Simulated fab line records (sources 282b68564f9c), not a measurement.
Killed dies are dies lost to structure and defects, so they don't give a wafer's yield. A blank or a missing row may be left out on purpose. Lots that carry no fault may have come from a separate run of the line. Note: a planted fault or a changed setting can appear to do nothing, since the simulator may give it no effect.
Which tool is to blame? + flow rit_cmos + 42 wafers from 14 lots sampled at 5 of the route's 202 steps

## WHAT THE GAUGES SHOWED, per wafer
RIT_M1_CD_MEAS_90 targets a cd of 2600 nm.
| lot  | measured    | on        | cd_nm (nm)     |
|------|-------------|-----------|----------------|
| L562 | day 3 11:55 | cd_sem-02 | 2603 2600 2602 |
| L563 | day 3 19:32 | cd_sem-02 | 2595 2596 2598 |
| L564 | day 4 00:21 | cd_sem-02 | 2600 2596 2599 |
| L565 | day 4 02:14 | cd_sem-01 | 2598 2599 2599 |
| L566 | day 4 15:53 | cd_sem-02 | 2600 2599 2600 |
| L567 | day 4 20:49 | cd_sem-01 | 2601 2599 2599 |
| L568 | day 4 21:29 | cd_sem-02 | 2603 2608 2607 |
| L569 | day 5 00:29 | cd_sem-02 | 2602 2600 2600 |
| L571 | day 5 19:37 | cd_sem-02 | 2601 2605 2603 |
| L574 | day 6 00:18 | cd_sem-02 | 2590 2593 2599 |
| L577 | day 6 14:54 | cd_sem-02 | 2591 2600 2591 |
| L581 | day 7 13:47 | cd_sem-02 | 2605 2603 2601 |
| L583 | day 8 04:32 | cd_sem-02 | 2602 2602 2602 |
| L584 | day 8 08:35 | cd_sem-02 | 2595 2596 2594 |

## EACH LOT AND THE TOOL THAT RAN IT (in order: tool; ch and the chambers of the sampled wafers; start)
| lot  | RIT_SILICIDE_SPUTTER_01     | RIT_SILICIDE_RTA_06             | RIT_M1_METAL_ETCH_12             | RIT_M1_STRIP_14                     |
|------|-----------------------------|---------------------------------|----------------------------------|-------------------------------------|
| L562 | pvd_sputter-04, day 3 06:50 | rtp_anneal-02 ch 0, day 3 07:19 | rie_metal-04 ch 0,1, day 3 11:25 | plasma_asher-03 ch 0,1, day 3 11:46 |
| L563 | pvd_sputter-01, day 3 14:23 | rtp_anneal-01 ch 0, day 3 14:58 | rie_metal-01 ch 0, day 3 19:00   | plasma_asher-01 ch 0,1, day 3 19:20 |
| L564 | pvd_sputter-04, day 3 19:10 | rtp_anneal-02 ch 0, day 3 19:40 | rie_metal-02 ch 0,1, day 3 23:50 | plasma_asher-03 ch 0, day 4 00:11   |
| L565 | pvd_sputter-01, day 3 20:44 | rtp_anneal-01 ch 0, day 3 21:28 | rie_metal-04 ch 0,1, day 4 01:43 | plasma_asher-04 ch 0,1, day 4 02:04 |
| L566 | pvd_sputter-03, day 4 09:59 | rtp_anneal-02 ch 0, day 4 10:25 | rie_metal-01 ch 0, day 4 15:13   | plasma_asher-03 ch 0,1, day 4 15:43 |
| L567 | pvd_sputter-04, day 4 15:46 | rtp_anneal-02 ch 0, day 4 16:13 | rie_metal-02 ch 0,1, day 4 20:18 | plasma_asher-01 ch 0,1, day 4 20:38 |
| L568 | pvd_sputter-01, day 4 15:53 | rtp_anneal-02 ch 0, day 4 16:20 | rie_metal-04 ch 0,1, day 4 20:58 | plasma_asher-03 ch 0,1, day 4 21:18 |
| L569 | pvd_sputter-04, day 4 19:11 | rtp_anneal-01 ch 0, day 4 19:38 | rie_metal-01 ch 0, day 4 23:50   | plasma_asher-03 ch 0,1, day 5 00:17 |
| L571 | pvd_sputter-03, day 5 13:49 | rtp_anneal-02 ch 0, day 5 14:17 | rie_metal-01 ch 0,1, day 5 18:52 | plasma_asher-03 ch 0,1, day 5 19:27 |
| L574 | pvd_sputter-01, day 5 18:39 | rtp_anneal-02 ch 0, day 5 19:06 | rie_metal-04 ch 0,1, day 5 23:31 | plasma_asher-04 ch 0,1, day 6 00:06 |
| L577 | pvd_sputter-04, day 6 09:38 | rtp_anneal-01 ch 0, day 6 10:05 | rie_metal-04 ch 0,1, day 6 14:23 | plasma_asher-01 ch 0,1, day 6 14:44 |
| L581 | pvd_sputter-04, day 7 08:17 | rtp_anneal-01 ch 0, day 7 08:43 | rie_metal-01 ch 0,1, day 7 13:06 | plasma_asher-04 ch 0,1, day 7 13:37 |
| L583 | pvd_sputter-01, day 7 23:13 | rtp_anneal-01 ch 0, day 7 23:40 | rie_metal-02 ch 0, day 8 04:02   | plasma_asher-03 ch 0,1, day 8 04:22 |
| L584 | pvd_sputter-04, day 8 03:11 | rtp_anneal-02 ch 0, day 8 03:38 | rie_metal-01 ch 0,1, day 8 08:04 | plasma_asher-04 ch 0,1, day 8 08:24 |
- RIT_SILICIDE_SPUTTER_01: material Ti, target thk 30 nm, time 240 s.
- RIT_SILICIDE_RTA_06: time 10 s, ramp up 5 s, ramp down 10 s.
- RIT_M1_METAL_ETCH_12: etches Al in Cl2/BCl3, stops on SiO2, time 165 s, target depth 600 nm.
- RIT_M1_STRIP_14: strips in O2, time 180 s.

## WHAT THE TOOLS THEMSELVES READ (means of the sampled wafers that have a number; where no wafer has one, the mark that the record gives instead)
RIT_SILICIDE_SPUTTER_01.
| lot  | tool           | throttle_valve_pct (%) |
|------|----------------|------------------------|
| L562 | pvd_sputter-04 | 29.4                   |
| L563 | pvd_sputter-01 | 30.1                   |
| L564 | pvd_sputter-04 | 30.5                   |
| L565 | pvd_sputter-01 | 30.1                   |
| L566 | pvd_sputter-03 | 29.5                   |
| L567 | pvd_sputter-04 | 29.9                   |
| L568 | pvd_sputter-01 | 30.2                   |
| L569 | pvd_sputter-04 | 29.0                   |
| L571 | pvd_sputter-03 | 29.2                   |
| L574 | pvd_sputter-01 | 30.4                   |
| L577 | pvd_sputter-04 | 29.0                   |
| L581 | pvd_sputter-04 | 29.9                   |
| L583 | pvd_sputter-01 | 30.2                   |
| L584 | pvd_sputter-04 | 29.7                   |

RIT_SILICIDE_RTA_06.
| lot  | tool          | wafer_temp_C_max |
|------|---------------|------------------|
| L562 | rtp_anneal-02 | 753.7            |
| L563 | rtp_anneal-01 | 751.7            |
| L564 | rtp_anneal-02 | 754.7            |
| L565 | rtp_anneal-01 | 752.1            |
| L566 | rtp_anneal-02 | 753.9            |
| L567 | rtp_anneal-02 | 754.8            |
| L568 | rtp_anneal-02 | 754.9            |
| L569 | rtp_anneal-01 | 752.3            |
| L571 | rtp_anneal-02 | 753.8            |
| L574 | rtp_anneal-02 | 754.1            |
| L577 | rtp_anneal-01 | 752.4            |
| L581 | rtp_anneal-01 | 752.6            |
| L583 | rtp_anneal-01 | 752.1            |
| L584 | rtp_anneal-02 | 754.4            |

RIT_M1_METAL_ETCH_12.
| lot  | tool         | chamber_pressure_mTorr (mTorr) | drypump_motor_current_A (A) | oes_product_au (a.u.) | throttle_valve_pct (%) |
|------|--------------|--------------------------------|-----------------------------|-----------------------|------------------------|
| L562 | rie_metal-04 | 100.09                         | 5.6                         | 0.774                 | 8.08                   |
| L563 | rie_metal-01 | 100.03                         | 5.9                         | 0.781                 | 8.41                   |
| L564 | rie_metal-02 | 99.92                          | 5.9                         | 0.777                 | 8.22                   |
| L565 | rie_metal-04 | 100.00                         | 5.9                         | 0.762                 | 8.12                   |
| L566 | rie_metal-01 | 99.94                          | 5.9                         | 0.778                 | 8.41                   |
| L567 | rie_metal-02 | 100.00                         | 5.9                         | 0.774                 | 8.23                   |
| L568 | rie_metal-04 | 99.91                          | 6.0                         | 0.759                 | 8.12                   |
| L569 | rie_metal-01 | 100.05                         | 5.9                         | 0.783                 | 8.42                   |
| L571 | rie_metal-01 | 100.10                         | 6.4                         | 0.799                 | 8.34                   |
| L574 | rie_metal-04 | 100.05                         | 5.7                         | 0.767                 | 8.08                   |
| L577 | rie_metal-04 | 99.93                          | 5.7                         | 0.763                 | 8.08                   |
| L581 | rie_metal-01 | 100.04                         | 6.4                         | 0.767                 | 8.34                   |
| L583 | rie_metal-02 | 100.05                         | 5.3                         | 0.773                 | 8.39                   |
| L584 | rie_metal-01 | 100.03                         | 6.5                         | 0.765                 | 8.34                   |

RIT_M1_STRIP_14.
| lot  | tool            | chamber_pressure_mTorr (mTorr) | drypump_motor_current_A (A) |
|------|-----------------|--------------------------------|-----------------------------|
| L562 | plasma_asher-03 | 4000                           | 5.80                        |
| L563 | plasma_asher-01 | 3998                           | 5.83                        |
| L564 | plasma_asher-03 | 3999                           | 6.01                        |
| L565 | plasma_asher-04 | 4001                           | 5.49                        |
| L566 | plasma_asher-03 | 3998                           | 5.54                        |
| L567 | plasma_asher-01 | 3999                           | 5.86                        |
| L568 | plasma_asher-03 | 4002                           | 5.55                        |
| L569 | plasma_asher-03 | 4001                           | 5.56                        |
| L571 | plasma_asher-03 | 3996                           | 5.55                        |
| L574 | plasma_asher-04 | 4000                           | 5.50                        |
| L577 | plasma_asher-01 | 3998                           | 5.89                        |
| L581 | plasma_asher-04 | 3998                           | 5.50                        |
| L583 | plasma_asher-03 | 4001                           | 5.54                        |
| L584 | plasma_asher-04 | 4000                           | 5.50                        |

## THE ANSWER, worked out from the rows above alone
Rule: the usual values come from the lots themselves. The widest of any qualifying gaps counts: lots, ordered by their means at a reading, are off when they make up no more than a third of the lots, leave a main group of 4 or more, and stand apart from it by 3 or more times the standard deviation of that group's means. A main group is skipped when, at the precision printed for the reading in the tables above, its means are all equal. A lot without any number at a reading at which 4 lots or more have one is off too. Any other lot the step has rows for is counted as sound. The gauges are gone through in route order, then the tools' own readings, and for those a lot's mean is taken as printed above. At the first step where some lot is off, the reading lying furthest off is the one used; lots without a number count as furthest.
Nothing can be told from this: no lot is off at any reading shown.

## WHAT THE SIMULATOR HAD INSERTED
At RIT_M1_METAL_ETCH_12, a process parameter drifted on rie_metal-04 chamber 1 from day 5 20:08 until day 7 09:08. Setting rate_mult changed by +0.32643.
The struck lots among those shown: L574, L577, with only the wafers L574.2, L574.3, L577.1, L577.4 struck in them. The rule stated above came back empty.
